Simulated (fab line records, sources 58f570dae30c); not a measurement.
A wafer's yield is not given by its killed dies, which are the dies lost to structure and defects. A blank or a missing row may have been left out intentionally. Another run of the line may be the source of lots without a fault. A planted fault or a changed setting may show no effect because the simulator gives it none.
Which of the tools did it? -- flow berkeleyCmos170 -- Sampling: 7 lots, 21 wafers, 5 of 331 route steps

## WHAT THE GAUGES READ, wafer by wafer
UCB170_SDANNEAL_RS_MEAS_05: a four-point-probe measurement.
lot,measured,on,NLDD_RS (ohm/sq)
L830,day 8 21:27,filmMetro-04,617.2 617.3 616.1
L824,day 8 21:43,filmMetro-03,615.7 614.7 613.9
L831,day 9 10:32,filmMetro-03,620.5 619.0 618.0
L832,day 9 16:18,filmMetro-01,616.1 615.3 614.2
L839,day 11 13:50,filmMetro-03,617.7 617.0 617.4
L840,day 11 14:35,filmMetro-03,614.1 613.3 614.1
L846,day 12 15:56,filmMetro-03,617.7 616.2 615.9

## TOOL THAT RAN EACH LOT (tool first, then ch and the chambers of the sampled wafers, then the start)
lot,UCB170_NLDD_IMPLANT_08,UCB170_NLDD_STRIP_10,UCB170_BACKSIDE_STRIP_03,UCB170_SDANNEAL_RTA_00
L830,"implanter-03 ch 0, day 8 07:53","plasmaAsher-02 ch 0,1, day 8 08:11","plasmaAsher-01 ch 0,1, day 8 20:41","rtpAnneal-02 ch 0, day 8 20:58"
L824,"implanter-02 ch 0, day 8 09:16","plasmaAsher-02 ch 0,1, day 8 09:32","plasmaAsher-03 ch 0,1, day 8 20:53","rtpAnneal-01 ch 0, day 8 21:10"
L831,"implanter-02 ch 0, day 8 19:51","plasmaAsher-03 ch 0,1, day 8 20:09","plasmaAsher-03 ch 0,1, day 9 09:46","rtpAnneal-01 ch 0, day 9 10:04"
L832,"implanter-03 ch 0, day 9 03:07","plasmaAsher-04 ch 0,1, day 9 03:25","plasmaAsher-01 ch 0,1, day 9 15:32","rtpAnneal-02 ch 0, day 9 15:49"
L839,"implanter-03 ch 0, day 11 01:33","plasmaAsher-04 ch 0,1, day 11 01:50","plasmaAsher-03 ch 0,1, day 11 12:58","rtpAnneal-02 ch 0, day 11 13:20"
L840,"implanter-03 ch 0, day 11 02:23","plasmaAsher-03 ch 0,1, day 11 02:39","plasmaAsher-01 ch 0,1, day 11 13:36","rtpAnneal-01 ch 0, day 11 14:06"
L846,"implanter-03 ch 0, day 12 02:17","plasmaAsher-04 ch 0,1, day 12 02:34","plasmaAsher-01 ch 0,1, day 12 15:10","rtpAnneal-01 ch 0, day 12 15:26"
- UCB170_NLDD_IMPLANT_08
- UCB170_NLDD_STRIP_10: strips in O2.
- UCB170_BACKSIDE_STRIP_03: strips in O2.
- UCB170_SDANNEAL_RTA_00: time 10 s.

## THE ANSWER, worked out from the rows above alone
Rule: the usual values come from the lots themselves. Put in order of their means at a reading, lots are off if they are a third of the lots or fewer, leave a main group of 4 or more, and stand apart from it by a gap of 3 or more times the standard deviation of the main group's means; of several such gaps the widest counts. The tables above print the reading to a certain number of digits; a main group whose means all agree to those digits is not used. Also off: a lot with no number at a reading for which 4 or more lots have one. Any other lot the step has rows for is counted as sound.
None of the lots is off at any reading shown; this tells nothing.

## WHAT THE SIMULATOR HAD INSERTED
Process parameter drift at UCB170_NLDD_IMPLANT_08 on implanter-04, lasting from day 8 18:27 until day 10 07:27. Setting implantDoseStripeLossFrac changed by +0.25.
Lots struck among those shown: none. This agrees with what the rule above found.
